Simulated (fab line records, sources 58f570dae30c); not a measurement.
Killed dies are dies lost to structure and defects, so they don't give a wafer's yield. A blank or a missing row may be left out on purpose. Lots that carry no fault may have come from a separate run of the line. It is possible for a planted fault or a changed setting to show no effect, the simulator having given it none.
Which tool did it? | flow berkeley-cmos170 | 14 lots, 42 wafers sampled, at 3 steps of a route of 331

== WHAT THE GAUGES SHOWED, per wafer ==
UCB170_NWELL_THK_MEAS_05. Usual: NWELL_NITRIDE_THK typically reads 224.3 nm, with standard deviation 2.
lot  | measured    | on            | NWELL_NITRIDE_THK (nm) | flag
L421 | day 2 14:48 | film-metro-01 | 224.3 221.6 223.3      |
L422 | day 2 14:49 | film-metro-02 | 224.2 225.1 225.8      |
L423 | day 2 22:43 | film-metro-02 | 223.0 220.7 221.7      |
L424 | day 3 03:34 | film-metro-02 | 223.0 226.3 224.0      |
L426 | day 3 09:46 | film-metro-04 | 224.9 225.8 226.6      |
L428 | day 3 18:17 | film-metro-01 | 225.1 225.0 223.3      |
L432 | day 4 12:26 | film-metro-01 | 224.2 224.2 223.0      |
L436 | day 5 15:28 | film-metro-02 | 222.7 224.4 223.2      |
L437 | day 5 15:29 | film-metro-01 | 229.1 229.5 229.4      |
L439 | day 6 06:14 | film-metro-01 | 221.4 221.0 223.2      |
L441 | day 6 17:32 | film-metro-01 | 222.3 223.2 224.0      |
L443 | day 7 03:01 | film-metro-04 | 223.4 222.0 223.2      |
L442 | day 7 03:02 | film-metro-01 | 224.4 222.6 221.8      |
L444 | day 7 13:52 | film-metro-02 | 227.3 225.5 227.0      |

UCB170_NWELL_OVL_MEAS_12. Usual: NWELL_OVL typically reads -5 nm, with standard deviation 4.7.
lot  | measured    | on         | NWELL_OVL (nm) | flag
L421 | day 2 16:23 | overlay-02 | -11 -6 -12     |
L422 | day 2 16:07 | overlay-02 | -4 -7 -5       |
L423 | day 2 23:37 | overlay-02 | -7 -6 -4       |
L424 | day 3 04:48 | overlay-01 | -9 -7 -5       |
L426 | day 3 10:52 | overlay-02 | 2 2 4          |
L428 | day 3 19:40 | overlay-02 | 0 -1 1         |
L432 | day 4 13:34 | overlay-01 | -2 2 -3        |
L436 | day 5 16:41 | overlay-02 | -8 -12 -10     |
L437 | day 5 16:59 | overlay-01 | -5 -5 -3       |
L439 | day 6 08:44 | overlay-02 | -12 -13 -4     |
L441 | day 6 18:44 | overlay-02 | -6 -9 -5       |
L443 | day 7 04:28 | overlay-01 | -3 -5 0        |
L442 | day 7 04:56 | overlay-02 | -13 -15 -8     |
L444 | day 7 14:55 | overlay-01 | -3 -5 -1       |

UCB170_SCREENOX_THK_MEAS_02. Usual: SCREENOX_OXIDE_THK typically reads 14.48 nm, with standard deviation 0.24.
lot  | measured     | on            | SCREENOX_OXIDE_THK (nm) | flag
L421 | day 6 00:50  | film-metro-03 | 14.34 14.19 14.36       |
L422 | day 6 00:48  | film-metro-03 | 14.14 13.96 14.00       |
L423 | day 6 08:13  | film-metro-03 | 14.50 14.72 14.69       |
L424 | day 6 19:27  | film-metro-03 | 14.87 14.66 14.90       |
L426 | day 6 19:27  | film-metro-04 | 14.53 14.34 14.87       |
L428 | day 7 09:56  | film-metro-01 | 14.28 14.42 14.32       |
L432 | day 8 02:27  | film-metro-01 | 14.53 14.27 14.43       |
L436 | day 9 06:19  | film-metro-01 | 14.16 14.25 14.42       |
L437 | day 9 06:24  | film-metro-01 | 14.33 14.27 14.46       |
L439 | day 9 06:20  | film-metro-04 | 14.67 14.70 14.64       |
L441 | day 10 08:48 | film-metro-01 | 14.84 14.64 14.50       |
L443 | day 10 08:48 | film-metro-04 | 14.70 14.60 14.50       |
L442 | day 10 08:49 | film-metro-03 | 14.73 14.64 14.66       |
L444 | day 10 23:04 | film-metro-03 | 14.84 15.06 14.56       |

== EACH LOT AND THE TOOL THAT RAN IT (in order: tool; ch and the chambers of the sampled wafers; start) ==
No process step before these readings appears in the record.

== AS READ BY THE TOOLS THEMSELVES (means over the sampled wafers that have a number; for cases with no such wafer, the mark the record gives instead) ==
The record holds no such reading with a usual standard deviation.

== THE ANSWER, worked out from the rows above alone ==
Rule: lot off if the mean of its wafers having a number is beyond 3 standard deviations from the usual mean. A lot without any number at a reading at which 4 lots or more have one is off too. Any other lot the step has rows for is counted as sound. The gauges are gone through in route order, then the tools' own readings, and for those a lot's mean is taken as printed above. The first step at which some lot is off is used, and at that step the reading that is off furthest; a lot without a number counts as furthest.
Nothing can be told from this: no lot is off at any reading shown.

== WHAT THE SIMULATOR HAD INSERTED ==
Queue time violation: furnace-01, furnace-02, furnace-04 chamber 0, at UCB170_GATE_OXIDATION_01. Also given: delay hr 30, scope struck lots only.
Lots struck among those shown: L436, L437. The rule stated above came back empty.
